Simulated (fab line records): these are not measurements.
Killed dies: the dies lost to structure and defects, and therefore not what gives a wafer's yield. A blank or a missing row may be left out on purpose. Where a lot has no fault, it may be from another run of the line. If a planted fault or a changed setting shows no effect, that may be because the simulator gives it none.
fab line records	flow rit-cmos
record: lots: 14	wafers: 42	last-day: 7
route steps=202 shown GATE@91 M1@202
lots untouched by any fault: they come from a run of this same line in which no faults occurred
start-h: hours from the record's first day to the start of the lot's first wafer shown	wait-h: hours since the lot's step before	" as in the row above	L1.1+2: several wafers, shown together as one row	- no value present, or no start provided	* or withheld: withheld	< > ~ a bound
route shown NAME@n: names a module that has steps shown in the file, with the first one's number in the route	usual: mean and standard deviation over wafers with no fault	same: alike in all rows	chamber/n: place in a boat	sites: the reading at each site	_std_site: the standard deviation of these	_edge_site: outer sites' mean less inner sites'	radius-mm: for every site, how far away it sits from the centre of the wafer	mask NAME#n: copy n	behind: tool/chamber where the wafer was last shaped	hold: what put the lot on hold/how long, in hours/how the hold closed	device: which transistor (n, p or np) failed to switch	end of line: the tests these same wafers got at the end of their route	a step with no rows: only its recipe	killed: count of dies lost to structure and defects at first sort (not the wafer's yield)	map: shows each die of a wafer: x if killed, . if not, _ if none is there
set.NAME: the setting the step ran with; set.NAME@STEP: the setting that earlier step ran with	model.NAME: the simulator's own value behind a step, which no gauge read
steps of the route over a sample of lots; a table a step, a row a wafer
== steps ==
step: RIT_GATE_DEVELOP_15
recipe: resist: NOVOLAK	develop-time-s: 50	dev-temp-c: 23
usual: developer-temp-C: 23.02/0.097
lot.wafer	tool	chamber	start-h	wait-h	developer-temp-C
L564.3	litho-track-01	0	44	-	22.87
L564.5	"	0	"	"	23.01
L564.6	"	0	"	"	22.91
L566.1	litho-track-04	0	51	-	22.94
L566.2	"	0	"	"	23.06
L566.6	"	0	"	"	22.96
L567.2	litho-track-01	0	56	-	23.08
L567.3	"	0	"	"	23.17
L567.6	"	0	57	-	22.93
L568.3	litho-track-02	0	61	-	23.05
L568.4	"	0	"	"	22.96
L568.5	"	0	"	"	22.82
L569.2	litho-track-01	0	66	-	23.11
L569.3	"	0	"	"	22.71
L569.5	"	0	"	"	22.93
L570.2	litho-track-04	0	71	-	23.16
L570.3	"	0	"	"	23.03
L570.6	"	0	"	"	23.05
L571.1	litho-track-04	0	78	-	22.92
L571.2	"	0	"	"	23.08
L571.4	"	0	"	"	22.93
L573.1	litho-track-01	0	86	-	22.93
L573.4	"	0	"	"	22.99
L573.5	"	0	"	"	22.84
L578.1	litho-track-04	0	115	-	23.09
L578.3	"	0	"	"	23.19
L578.4	"	0	"	"	23.00
L579.4	litho-track-04	0	116	-	23.74
L579.5	"	0	"	"	23.72
L579.6	"	0	"	"	23.75
L581.2	litho-track-04	0	132	-	23.76
L581.4	"	0	"	"	23.80
L581.6	"	0	"	"	23.76
L583.2	litho-track-02	0	140	-	23.07
L583.4	"	0	"	"	23.06
L583.5	"	0	141	-	23.16
L585.1	litho-track-02	0	146	-	23.05
L585.2	"	0	"	"	22.87
L585.4	"	0	"	"	22.95
L586.4	litho-track-02	0	152	-	23.10
L586.5	"	0	"	"	23.05
L586.6	"	0	"	"	23.08
step: RIT_M1_PROBE_99
usual: killed-at-contacts: 0.1/0.25	killed-at-front-end: 7.1/2.9	killed-dies: 7.2/2.9	killed-open: 3.6/1.9	killed-short: 3.5/1.9
same: gross-dies: 264	killed_at_M0_to_M3: 0	killed_at_M4_up: 0	killed-at-back-side: 0	killed-at-other: 0
lot.wafer	tool	chamber	start-h	wait-h	killed-at-contacts	killed-at-front-end	killed-dies	killed-open	killed-short
L579.4	prober-01	-	138.15	0.2	0	4	4	1	3
L579.5	prober-01	-	138.20	0.2	0	6	6	4	2
L579.6	prober-01	-	138.25	0.2	0	5	5	3	2
L581.2	prober-01	-	153.72	0.1	0	8	8	3	5
L581.4	prober-01	-	153.82	0.2	0	4	4	1	3
L581.6	prober-01	-	153.92	0.2	0	7	7	3	4
killed by level:class
L579.4 FOX1:geometric-particle:short=1 REOX:geometric-particle:short=1 REOX:geometric-particle:open=1 SILICIDE:geometric-particle:short=1
L579.5 GATE:geometric-particle:open=2 GATE:geometric-particle:short=1 SPACER:geometric-particle:open=1 SILICIDE:geometric-particle:short=1 SILICIDE:geometric-particle:open=1
L579.6 GATE:geometric-particle:open=2 REOX:geometric-particle:short=1 SPACER:geometric-particle:open=1 SPACER:geometric-particle:short=1
L581.2 SPACER:geometric-particle:short=2 FOX1:geometric-particle:open=1 FOX1:geometric-particle:short=1 GATE:geometric-particle:short=1 REOX:geometric-particle:open=1 SPACER:geometric-particle:open=1 SILICIDE:geometric-particle:short=1
L581.4 GATE:geometric-particle:short=2 GATE:geometric-particle:open=1 SILICIDE:geometric-particle:short=1
L581.6 FOX1:geometric-particle:open=2 FOX1:geometric-particle:short=1 GATE:geometric-particle:short=1 SPACER:geometric-particle:short=1 SPACER:geometric-particle:open=1 SILICIDE:geometric-particle:short=1
== key ==
first-sign: step: RIT_GATE_DEVELOP_15	reading: developer-temp-C	direction: up	sigmas: 7.6	usual: *	struck: *
effect none on later readings
met-at RIT_GATE_DEVELOP_15
struck-lots L579,L581
tester-left-out L579,L581
loop-trim: step: RIT_GATE_EXPOSE_13	setting: dose	lots: L581
fault: kind: process-parameter-drift	tool: litho-track-04	chamber: -	onset-h: 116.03	steps: RIT_GATE_DEVELOP_15	channel: dev-temp-c	offset: *	shape: step	end-h: 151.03	acts-in: *	stated: *
tester-left-out: of these lots the tester's yield and bins aren't shown, on N5 and GAA mostly nor the transistor test; their killed dies are dies lost to structure and defects alone, not to doping, threshold or leakage, so they don't give the yield
loop-trim: a control loop set the setting to another value than it would have without faults
